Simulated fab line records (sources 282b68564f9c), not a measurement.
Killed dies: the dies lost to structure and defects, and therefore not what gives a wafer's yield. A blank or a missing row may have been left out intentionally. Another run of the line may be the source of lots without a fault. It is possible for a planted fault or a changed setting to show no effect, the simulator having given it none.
fab line records | flow rit_cmos
[record] lots = 7 wafers = 21 last_day = 7
route steps=202 shown PLDD@159 NLDD@160 SILICIDE@161 CONTACT@168
lots with no fault: from the same line, run without faults
start_h: hours from the record's opening day to when the first of the lot's shown wafers began | wait_h: how many hours have passed since the lot's step before this one | " repeats the value in the row above | L1.1+2: one row covering several wafers at once | - no value, or no start was given | * or withheld: withheld | < > ~ a bound
route shown NAME@n: NAME is a module with steps in the file, n the number in the route of the first one | usual: mean and standard deviation over wafers with no fault | same: alike in all rows | chamber/n: place in a boat | sites: each site's reading | _std_site: the values' standard deviation | _edge_site: mean of outer sites minus mean of inner sites | radius_mm: for every site, how far away it sits from the centre of the wafer | mask NAME#n: copy n | behind: tool/chamber where the wafer was last shaped | hold: reason for holding the lot/hours on hold/outcome of the hold | device: the n, p or np transistor that did not switch | end of line: the tests these same wafers got at the end of their route | step lacking rows: just its recipe | killed: dies lost to structure and defects at the first sort, not the wafer's yield | map: the dies of a wafer, with x for killed, . for not killed, _ for no die there
set.NAME: the setting the step ran with; set.NAME@STEP: the setting that earlier step ran with | model.NAME: the simulator's own value behind a step, which no gauge read
lots at selected steps of the route; one table per step, one row per wafer
services: when a tool's chamber went out of use (start_h, in hours from the record's first day, below 0 if earlier), for how many hours, and the reason
[[steps]]
[step RIT_SDANNEAL_RS_MEAS_06]
[recipe] thk_meas_gauge = four-point-probe
[usual] PLDD_RS = 178.6/0.51
// columns lot.wafer tool chamber start_h wait_h PLDD_RS[ohm/sq]
L778.2 film_metro-04 - 71.06 0.1 179.2
L778.5 " - " " 178.7
L778.6 " - " " 179.2
L781.1 film_metro-04 - 84.16 0.1 178.8
L781.2 " - " " 179.5
L781.6 " - " " 178.8
L782.2 film_metro-04 - 90.02 0.1 178.7
L782.3 " - " " 178.2
L782.5 " - " " 178.8
L783.3 film_metro-01 - 96.28 0.1 177.9
L783.5 " - " " 177.5
L783.6 " - " " 178.0
L784.1 film_metro-02 - 99.58 0.1 178.8
L784.5 " - " " 178.8
L784.6 " - " " 178.4
L791.2 film_metro-01 - 134.78 0.1 178.4
L791.4 " - " " 178.2
L791.6 " - " " 178.4
L794.1 film_metro-02 - 150.24 0.1 177.2
L794.4 " - " " 177.7
L794.5 " - " " 177.5
[step RIT_SDANNEAL_RS_MEAS_07]
[recipe] thk_meas_gauge = four-point-probe
[usual] NLDD_RS = 151.8/0.59
// columns lot.wafer tool chamber start_h wait_h NLDD_RS[ohm/sq]
L778.2 film_metro-04 - 71.18 0.1 151.7
L778.5 " - " " 152.4
L778.6 " - " " 152.4
L781.1 film_metro-04 - 84.28 0.1 152.5
L781.2 " - " " 153.0
L781.6 " - " " 152.4
L782.2 film_metro-04 - 90.14 0.1 151.7
L782.3 " - " " 151.7
L782.5 " - " " 151.3
L783.3 film_metro-01 - 96.40 0.1 150.2
L783.5 " - " " 150.6
L783.6 " - " " 150.7
L784.1 film_metro-02 - 99.70 0.1 150.8
L784.5 " - " " 151.7
L784.6 " - " " 150.7
L791.2 film_metro-01 - 134.90 0.1 152.1
L791.4 " - " " 151.8
L791.6 " - " " 152.9
L794.1 film_metro-02 - 150.36 0.1 151.5
L794.4 " - " " 151.4
L794.5 " - " " 151.5
[step RIT_SILICIDE_WET_ETCH_00]
[recipe] chemistry = BOE target = SiO2 target_depth_nm = 14 time_s = 15 dry = n2_spin dilution = 10:1 temp_c = 21.5
[step RIT_SILICIDE_SPUTTER_01]
[recipe] material = Ti target_thk_nm = 30 power_w = 350 chamber_pressure_pa = 0.667 gas = Ar time_s = 240 substrate_temp_c = 25
[usual] throttle_valve_pct = 29.9/1
// columns lot.wafer tool chamber start_h wait_h throttle_valve_pct
L778.2 pvd_sputter-01 - 71.30 0.0 28.6
L778.5 " - " " 31.2
L778.6 " - " " 30.9
L781.1 pvd_sputter-04 - 84.41 0.0 29.7
L781.2 " - " " 30.9
L781.6 " - " " 29.3
L782.2 pvd_sputter-02 - 90.25 0.0 32.1
L782.3 " - " " 29.8
L782.5 " - " " 30.1
L783.3 pvd_sputter-04 - 96.49 0.0 30.7
L783.5 " - " " 29.4
L783.6 " - " " 29.7
L784.1 pvd_sputter-02 - 99.83 0.0 30.3
L784.5 " - " " 29.8
L784.6 " - " " 30.0
L791.2 pvd_sputter-01 - 135.01 0.0 30.6
L791.4 " - " " 31.2
L791.6 " - " " 30.8
L794.1 pvd_sputter-04 - 150.49 0.0 29.3
L794.4 " - " " 29.7
L794.5 " - " " 30.9
[step RIT_SILICIDE_RS_MEAS_02]
[recipe] thk_meas_gauge = four-point-probe reads = Ti_of_SILICIDE_SPUTTER_01
[usual] SILICIDE_TI_RS = 47.6/0.51
// columns lot.wafer tool chamber start_h wait_h SILICIDE_TI_RS[ohm/sq]
L778.2 film_metro-03 - 71.47 0.1 48.0
L778.5 " - " " 48.5
L778.6 " - " " 48.6
L781.1 film_metro-01 - 84.56 0.1 47.1
L781.2 " - " " 47.1
L781.6 " - " " 47.8
L782.2 film_metro-03 - 90.42 0.1 47.9
L782.3 " - " " 47.8
L782.5 " - " " 48.0
L783.3 film_metro-03 - 96.68 0.1 47.9
L783.5 " - " " 48.1
L783.6 " - " " 47.7
L784.1 film_metro-03 - 99.98 0.1 47.8
L784.5 " - " " 47.9
L784.6 " - " " 47.5
L791.2 film_metro-04 - 135.18 0.1 47.8
L791.4 " - " " 47.2
L791.6 " - " " 48.0
L794.1 film_metro-01 - 150.64 0.1 46.9
L794.4 " - " " 47.7
L794.5 " - " " 47.7
[step RIT_SILICIDE_THK_MEAS_03]
[recipe] thk_meas_gauge = xrf reads = Ti_of_SILICIDE_SPUTTER_01
[usual] SILICIDE_TI_THK = 30.31/0.27
// columns lot.wafer tool chamber start_h wait_h SILICIDE_TI_THK[nm]
L778.2 film_metro-03 - 71.58 0.1 30.19
L778.5 " - " " 30.01
L778.6 " - " " 30.02
L781.1 film_metro-01 - 84.68 0.1 30.41
L781.2 " - " " 30.34
L781.6 " - " " 30.06
L782.2 film_metro-03 - 90.53 0.1 30.18
L782.3 " - " " 30.32
L782.5 " - " " 30.17
L783.3 film_metro-03 - 96.78 0.1 30.13
L783.5 " - " " 30.16
L783.6 " - " " 30.39
L784.1 film_metro-03 - 100.10 0.1 30.22
L784.5 " - " " 30.32
L784.6 " - " " 30.41
L791.2 film_metro-04 - 135.29 0.1 30.24
L791.4 " - " " 30.45
L791.6 " - " " 29.94
L794.1 film_metro-01 - 150.76 0.1 30.44
L794.4 " - " " 30.30
L794.5 " - " " 30.26
[step RIT_SILICIDE_RTA_04]
[recipe] temp_c = 650 time_s = 10 idle_temp_c = 25 ramp_up_s = 5 ramp_down_s = 5 cool_to_c = 25 ambient = N2
[usual] wafer_temp_C_max = 653.3/0.64
// columns lot.wafer tool chamber start_h wait_h wafer_temp_C_max
L778.2 rtp_anneal-01 0 71.64 0.1 654.0
L778.5 " 0 " " 654.1
L778.6 " 0 " " 653.3
L781.1 rtp_anneal-02 0 84.74 0.1 653.4
L781.2 " 0 " " 652.7
L781.6 " 0 " " 652.6
L782.2 rtp_anneal-01 0 90.60 0.1 654.5
L782.3 " 0 " " 652.6
L782.5 " 0 " " 652.3
L783.3 rtp_anneal-02 0 96.85 0.1 652.9
L783.5 " 0 " " 654.7
L783.6 " 0 " " 654.2
L784.1 rtp_anneal-01 0 100.16 0.1 654.9
L784.5 " 0 " " 653.1
L784.6 " 0 " " 653.2
L791.2 rtp_anneal-02 0 135.35 0.1 652.6
L791.4 " 0 " " 653.1
L791.6 " 0 " " 652.4
L794.1 rtp_anneal-01 0 150.82 0.1 652.8
L794.4 " 0 " " 652.7
L794.5 " 0 " " 653.1
[step RIT_SILICIDE_WET_ETCH_05]
[recipe] chemistry = SPM target = Ti temp_c = 90 time_s = 120 dry = n2_spin
[step RIT_SILICIDE_RTA_06]
[recipe] temp_c = 750 time_s = 10 idle_temp_c = 25 ramp_up_s = 5 ramp_down_s = 10 cool_to_c = 25 ambient = N2
[usual] wafer_temp_C_max = 753.7/0.82
// columns lot.wafer tool chamber start_h wait_h wafer_temp_C_max
L778.2 rtp_anneal-02 0 71.75 0.0 755.6
L778.5 " 0 " " 753.2
L778.6 " 0 " " 753.9
L781.1 rtp_anneal-01 0 84.85 0.0 753.3
L781.2 " 0 " " 753.4
L781.6 " 0 " " 754.0
L782.2 rtp_anneal-02 0 90.77 0.0 753.6
L782.3 " 0 " " 753.5
L782.5 " 0 " " 753.0
L783.3 rtp_anneal-01 0 96.95 0.0 754.2
L783.5 " 0 " " 754.6
L783.6 " 0 " " 755.9
L784.1 rtp_anneal-02 0 100.27 0.0 753.7
L784.5 " 0 " " 753.5
L784.6 " 0 " " 754.1
L791.2 rtp_anneal-01 0 135.46 0.0 753.6
L791.4 " 0 " " 755.3
L791.6 " 0 " " 753.5
L794.1 rtp_anneal-02 0 150.93 0.0 754.0
L794.4 " 0 " " 752.8
L794.5 " 0 " " 754.8
[step RIT_CONTACT_CVD_00]
[recipe] material = SiO2 target_thk_nm = 400 precursor = TEOS temp_c = 390 time_s = 61 rf_w = 400
[usual] heater_power_w = 311/43 rf_fwd_power_W = 396.9/1.2
// columns lot.wafer tool chamber start_h wait_h heater_power_w rf_fwd_power_W since_wet_clean_h
L778.2 pecvd-02 0 71.80 0.0 269 393.9 1018
L778.5 " 0 " " 282 394.4 -
L778.6 " 1 " " 339 397.7 -
L781.1 pecvd-02 1 84.92 0.1 371 396.0 1031
L781.2 " 2 " " 350 396.7 1031
L781.6 " 0 " " 286 394.7 -
L782.2 pecvd-01 2 90.83 0.0 355 397.4 242
L782.3 " 0 " " 303 395.7 242
L782.5 " 2 " " 374 397.6 -
L783.3 pecvd-03 1 97.00 0.0 304 396.6 1433
L783.5 " 2 " " 260 398.2 -
L783.6 " 1 " " 327 398.0 -
L784.1 pecvd-02 0 100.34 0.1 294 397.4 1046
L784.5 " 1 " " 295 397.4 -
L784.6 " 2 " " 267 395.1 -
L791.2 pecvd-01 0 135.52 0.0 272 396.8 286
L791.4 " 0 " " 285 395.0 -
L791.6 " 1 " " 368 393.5 -
L794.1 pecvd-01 0 151.00 0.1 295 396.9 302
L794.4 " 1 " " 368 398.1 -
L794.5 " 2 " " 337 396.7 -
[step RIT_CONTACT_THK_MEAS_01]
[recipe] reads = SiO2_of_CONTACT_CVD_00
[usual] CONTACT_TEOS_THK = 400/5.6
// columns lot.wafer tool chamber start_h wait_h CONTACT_TEOS_THK[nm]
L778.2 film_metro-02 - 71.86 0.0 395
L778.5 " - " " 404
L778.6 " - " " 407
L781.1 film_metro-02 - 84.97 0.0 395
L781.2 " - " " 398
L781.6 " - " " 395
L782.2 film_metro-04 - 90.89 0.0 393
L782.3 " - " " 393
L782.5 " - " " 401
L783.3 film_metro-03 - 97.07 0.0 404
L783.5 " - " " 405
L783.6 " - " " 407
L784.1 film_metro-04 - 100.39 0.0 401
L784.5 " - " " 415
L784.6 " - " " 412
L791.2 film_metro-03 - 135.58 0.0 402
L791.4 " - " " 408
L791.6 " - " " 409
L794.1 film_metro-04 - 151.05 0.0 396
L794.4 " - " " 398
L794.5 " - " " 403
[step RIT_CONTACT_HMDS_02]
[recipe] prime_time_s = 60 prime_temp_c = 140
[step RIT_CONTACT_COAT_03]
[recipe] resist = NOVOLAK spin_rpm = 3250 resist_thk_nm = 1000
[usual] chill_plate_temp_C = 23.02/0.1 dispense_pressure_kPa = 50.5/1.1
// columns lot.wafer tool chamber start_h wait_h chill_plate_temp_C dispense_pressure_kPa
L778.2 litho_track-01 0 72.09 0.1 23.04 50.6
L778.5 " 0 " " 23.15 50.6
L778.6 " 0 " " 23.12 50.6
L781.1 litho_track-04 0 85.18 0.1 23.05 49.4
L781.2 " 0 " " 23.07 49.3
L781.6 " 0 " " 23.05 49.3
L782.2 litho_track-04 - 91.11 0.1 - -
L782.3 " - " " - -
L782.5 " - " " - -
L783.3 litho_track-03 - 97.31 0.1 - -
L783.5 " - " " - -
L783.6 " - " " - -
L784.1 litho_track-03 - 100.60 0.1 - -
L784.5 " - " " - -
L784.6 " - " " - -
L791.2 litho_track-01 0 135.80 0.1 23.00 50.5
L791.4 " 0 " " 23.07 50.6
L791.6 " 0 " " 22.96 50.6
L794.1 litho_track-01 0 151.26 0.1 23.13 50.6
L794.4 " 0 " " 22.89 50.6
L794.5 " 0 " " 22.99 50.5
[step RIT_CONTACT_SOFTBAKE_04]
[recipe] resist = NOVOLAK temp_c = 90 time_s = 60
[step RIT_CONTACT_EXPOSE_05]
[recipe] mask_id = M11 na = 0.6 source_shape = conventional sigma_outer = 0.5 target_cd_nm = 1000 dose_mj = 250
[step RIT_CONTACT_PEB_06]
[recipe] resist = NOVOLAK temp_c = withheld time_s = withheld
[step RIT_CONTACT_DEVELOP_07]
[recipe] resist = NOVOLAK develop_time_s = 120 dev_temp_c = 23
[step RIT_CONTACT_CD_MEAS_08]
[recipe] target_cd_nm = 1000
[usual] cd_nm = 1000.4/1.9
// columns lot.wafer tool chamber start_h wait_h cd_nm
L778.2 cd_sem-02 - 72.90 - 998.4
L778.5 " - " " 998.2
L778.6 " - " " 997.6
L781.1 cd_sem-01 - 86.12 - 1001.5
L781.2 " - " " 1002.6
L781.6 " - " " 1001.3
L782.2 cd_sem-02 - 91.92 - -
L782.3 " - " " -
L782.5 " - " " -
L783.3 cd_sem-01 - 98.35 - -
L783.5 " - " " -
L783.6 " - " " -
L784.1 cd_sem-02 - 101.42 - -
L784.5 " - " " -
L784.6 " - " " -
L791.2 cd_sem-01 - 136.83 - 1001.0
L791.4 " - " " 1002.6
L791.6 " - " " 1002.5
L794.1 cd_sem-02 - 152.32 - 1000.4
L794.4 " - " " 1001.7
L794.5 " - " " 1000.4
[step RIT_CONTACT_OVL_MEAS_09]
[usual] CONTACT_OVL = 0.5/1.3
// columns lot.wafer tool chamber start_h wait_h CONTACT_OVL[nm]
L778.2 overlay-02 - 73.00 0.1 0.9
L778.5 " - " " 0.5
L778.6 " - " " 1.6
L781.1 overlay-02 - 86.24 0.1 -0.8
L781.2 " - " " -1.0
L781.6 " - " " 0.1
L782.2 overlay-02 - 92.03 0.1 -
L782.3 " - " " -
L782.5 " - " " -
L783.3 overlay-02 - 98.44 0.1 -
L783.5 " - " " -
L783.6 " - " " -
L784.1 overlay-02 - 101.54 0.1 -
L784.5 " - " " -
L784.6 " - " " -
L791.2 overlay-01 - 136.93 0.1 2.2
L791.4 " - " " 2.0
L791.6 " - " " 4.3
L794.1 overlay-02 - 152.44 0.1 0.2
L794.4 " - " " -0.3
L794.5 " - " " -1.1
[[services]]
// columns tool chamber start_h hours kind
pecvd-03 0 60.97 11.9 repair
pvd_sputter-02 - 68.49 3.0 repair
pvd_sputter-01 - 117.27 6.6 repair
[[key]]
[first_sign] step = RIT_CONTACT_COAT_03 reading = tool_record direction = missing
[effect] step = RIT_CONTACT_CD_MEAS_08 reading = cd_nm direction = missing
[effect] step = RIT_CONTACT_OVL_MEAS_09 reading = CONTACT_OVL direction = missing
met_at RIT_CONTACT_COAT_03
struck_wafers L782.2,L782.3,L782.5,L783.3,L783.5,L783.6,L784.1,L784.5,L784.6
later_rows_left_out L782.2,L782.3,L782.5,L783.3,L783.5,L783.6,L784.1,L784.5,L784.6
sort_left_out L782.2,L782.3,L782.5,L783.3,L783.5,L783.6,L784.1,L784.5,L784.6
tester_left_out L782,L783,L784
onset_between 85.18 91.11
[fault] kind = skipped_step_whole tool = litho_track-03,litho_track-04 chamber = - onset_h = 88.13 steps = RIT_CONTACT_COAT_03 scope = struck_lots_only
// tester_left_out: of these lots the tester's yield and bins aren't shown, on N5 and GAA mostly nor the transistor test; their killed dies are dies lost to structure and defects alone, not to doping, threshold or leakage, so they don't give the yield
// sort_left_out: the simulated sort isn't trusted on such a fault, so these wafers' sort isn't shown, and their yield isn't known
// later_rows_left_out: the simulator's readings of these wafers behind a module that went badly wrong aren't trusted and aren't shown, but for the sort
